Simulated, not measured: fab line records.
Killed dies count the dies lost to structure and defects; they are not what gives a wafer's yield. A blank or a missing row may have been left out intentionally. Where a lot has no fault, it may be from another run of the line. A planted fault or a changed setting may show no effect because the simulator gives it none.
The tool behind it: which one? ; flow berkeley_cmos170 ; 14 lots with 42 wafers sampled at 4 steps, on a route of 331 steps

== WHAT THE GAUGES READ, wafer by wafer ==
UCB170_NLDD_CD_MEAS_06 targets a cd of 1200 nm.
lot;measured;on;cd_nm (nm)
L863;day 6 02:37;cd_sem-01;1198.7 1200.5 1200.8
L867;day 7 03:34;cd_sem-02;1201.8 1202.3 1201.5
L868;day 7 04:08;cd_sem-02;1200.5 1199.8 1200.0
L869;day 8 03:37;cd_sem-02;1198.7 1198.3 1198.0
L870;day 8 03:53;cd_sem-02;1200.6 1199.2 1198.4
L871;day 8 04:23;cd_sem-01;1199.9 1199.7 1199.7
L872;day 8 08:41;cd_sem-01;1199.6 1199.0 1199.3
L873;day 8 08:42;cd_sem-02;1196.7 1197.1 1198.6
L874;day 8 13:10;cd_sem-02;1200.5 1200.0 1199.2
L882;day 10 14:41;cd_sem-01;- - -
L883;day 10 19:59;cd_sem-02;- - -
L884;day 10 20:13;cd_sem-02;1199.4 1199.5 1200.1
L885;day 11 09:44;cd_sem-02;1199.9 1201.7 1199.9
L886;day 11 17:21;cd_sem-02;1200.6 1199.9 1198.9

UCB170_PSD_OVL_MEAS_07.
lot;measured;on;PSD_OVL (nm)
L863;day 6 13:35;overlay-01;1 -6 0
L867;day 7 09:34;overlay-02;-8 -6 -8
L868;day 7 09:47;overlay-01;-11 -5 -3
L869;day 8 09:56;overlay-02;-8 0 0
L870;day 8 10:12;overlay-01;-8 -4 -1
L871;day 8 10:15;overlay-02;-3 5 -2
L872;day 8 15:13;overlay-01;-4 0 0
L873;day 8 14:55;overlay-01;0 -5 -3
L874;day 8 20:47;overlay-02;-8 -6 3
L882;day 10 22:29;overlay-01;-9 -8 -1
L883;day 11 06:55;overlay-02;1 -2 9
L884;day 11 06:32;overlay-01;1 -3 1
L885;day 11 19:00;overlay-02;4 -9 -3
L886;day 12 03:57;overlay-02;-9 6 5

== TOOL THAT RAN EACH LOT (tool first, then ch and the chambers of the sampled wafers, then the start) ==
lot;UCB170_ZERO_ETCH_06;UCB170_NLDD_COAT_01
L863;rie_diel-01 ch 1,2, day 1 20:36;litho_track-04 ch 0, day 6 01:37
L867;rie_diel-04 ch 1,2, day 2 14:58;litho_track-04 ch 0, day 7 02:22
L868;rie_diel-03 ch 0,2,3, day 2 20:34;litho_track-04 ch 0, day 7 03:13
L869;rie_diel-04 ch 0,2,3, day 3 03:17;litho_track-04 ch 0, day 8 02:49
L870;rie_diel-04 ch 0,2,3, day 3 08:13;litho_track-01 ch 0, day 8 03:02
L871;rie_diel-03 ch 0,2,3, day 3 10:04;litho_track-01 ch 0, day 8 03:35
L872;rie_diel-03 ch 1,3, day 3 18:24;litho_track-03 ch 0, day 8 07:40
L873;rie_diel-04 ch 0,1,2, day 3 21:20;litho_track-01 ch 0, day 8 07:35
L874;rie_diel-01 ch 0,2,3, day 4 02:49;litho_track-03 ch 0, day 8 12:21
L882;rie_diel-03 ch 1,2, day 5 18:36;litho_track-03, day 10 13:40
L883;rie_diel-03 ch 1,2, day 5 22:22;litho_track-03, day 10 19:11
L884;rie_diel-03 ch 0,1,3, day 6 03:47;litho_track-04 ch 0, day 10 19:23
L885;rie_diel-01 ch 0,2,3, day 6 13:58;litho_track-04 ch 0, day 11 09:02
L886;rie_diel-03 ch 2,3, day 6 17:46;litho_track-01 ch 0, day 11 16:11
- UCB170_ZERO_ETCH_06: etches SiO2 in CHF3/CF4/Ar, time 12 s.
- UCB170_NLDD_COAT_01: resist thk 900 nm.

== WHAT THE TOOLS THEMSELVES READ (means of the sampled wafers that have a number; where no wafer has one, the mark that the record gives instead) ==
UCB170_ZERO_ETCH_06.
lot;tool;drypump_motor_current_A (A);oes_product_au (a.u.);throttle_valve_pct (%)
L863;rie_diel-01;5.7;0.609;9.07
L867;rie_diel-04;5.8;0.617;9.43
L868;rie_diel-03;5.8;0.621;9.19
L869;rie_diel-04;6.1;0.616;9.45
L870;rie_diel-04;6.1;0.623;9.45
L871;rie_diel-03;5.8;0.617;9.19
L872;rie_diel-03;5.5;0.612;9.29
L873;rie_diel-04;5.9;0.619;9.44
L874;rie_diel-01;5.6;0.618;9.23
L882;rie_diel-03;5.7;0.616;9.28
L883;rie_diel-03;5.7;0.617;9.27
L884;rie_diel-03;5.7;0.617;9.24
L885;rie_diel-01;5.6;0.613;9.24
L886;rie_diel-03;5.7;0.614;9.20

UCB170_NLDD_COAT_01.
lot;tool;chill_plate_temp_C (C);dispense_pressure_kPa (kPa)
L863;litho_track-04;23.00;50.9
L867;litho_track-04;23.05;50.9
L868;litho_track-04;22.88;51.0
L869;litho_track-04;22.89;50.9
L870;litho_track-01;22.91;53.8
L871;litho_track-01;23.02;53.8
L872;litho_track-03;22.94;55.0
L873;litho_track-01;23.09;53.8
L874;litho_track-03;22.90;55.0
L882;litho_track-03;-;-
L883;litho_track-03;-;-
L884;litho_track-04;23.00;50.9
L885;litho_track-04;23.01;51.0
L886;litho_track-01;22.98;53.6

== THE ANSWER, worked out from the rows above alone ==
Rule: the lots themselves supply what counts as usual. Put in order of their means at a reading, lots are off if they are a third of the lots or fewer, leave a main group of 4 or more, and stand apart from it by a gap of 3 or more times the standard deviation of the main group's means; of several such gaps the widest counts. A main group is skipped when, at the precision printed for the reading in the tables above, its means are all equal. A lot without any number at a reading at which 4 lots or more have one is off too. The other lots that the step has rows for count as sound. After the gauges, taken in route order, come the tools' own readings; for these a lot's mean is taken, as printed above. The first step at which some lot is off is used, and at that step the reading that is off furthest; a lot without a number counts as furthest.
Off: L882, L883 (UCB170_NLDD_CD_MEAS_06, cd_nm). Without a number there: L882, L883. The main group: mean 1199.7 nm, standard deviation 1.
A tool fits if, at a process step before that reading, it ran every lot that is off, and no sound lot after the first of them. The gauges at UCB170_NLDD_CD_MEAS_06 aren't tried: what is off there is off at UCB170_NLDD_COAT_01 too, on other tools, and a gauge's error can't cause that. One fits: litho_track-03 at UCB170_NLDD_COAT_01. Its last sound lot is L874 (day 8 12:21), its first lot that is off L882 (day 10 13:40): a fault that began between those two fits.
Blank at UCB170_NLDD_COAT_01 on the lots that are off, where sound lots have numbers: chill_plate_temp_C, dispense_pressure_kPa.

== WHAT WAS PUT IN BY THE SIMULATOR ==
At UCB170_NLDD_COAT_01, the step was skipped entirely on litho_track-03 from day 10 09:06 on. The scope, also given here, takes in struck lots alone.
Lots struck among those shown: L882, L883. This agrees with what the rule above found.
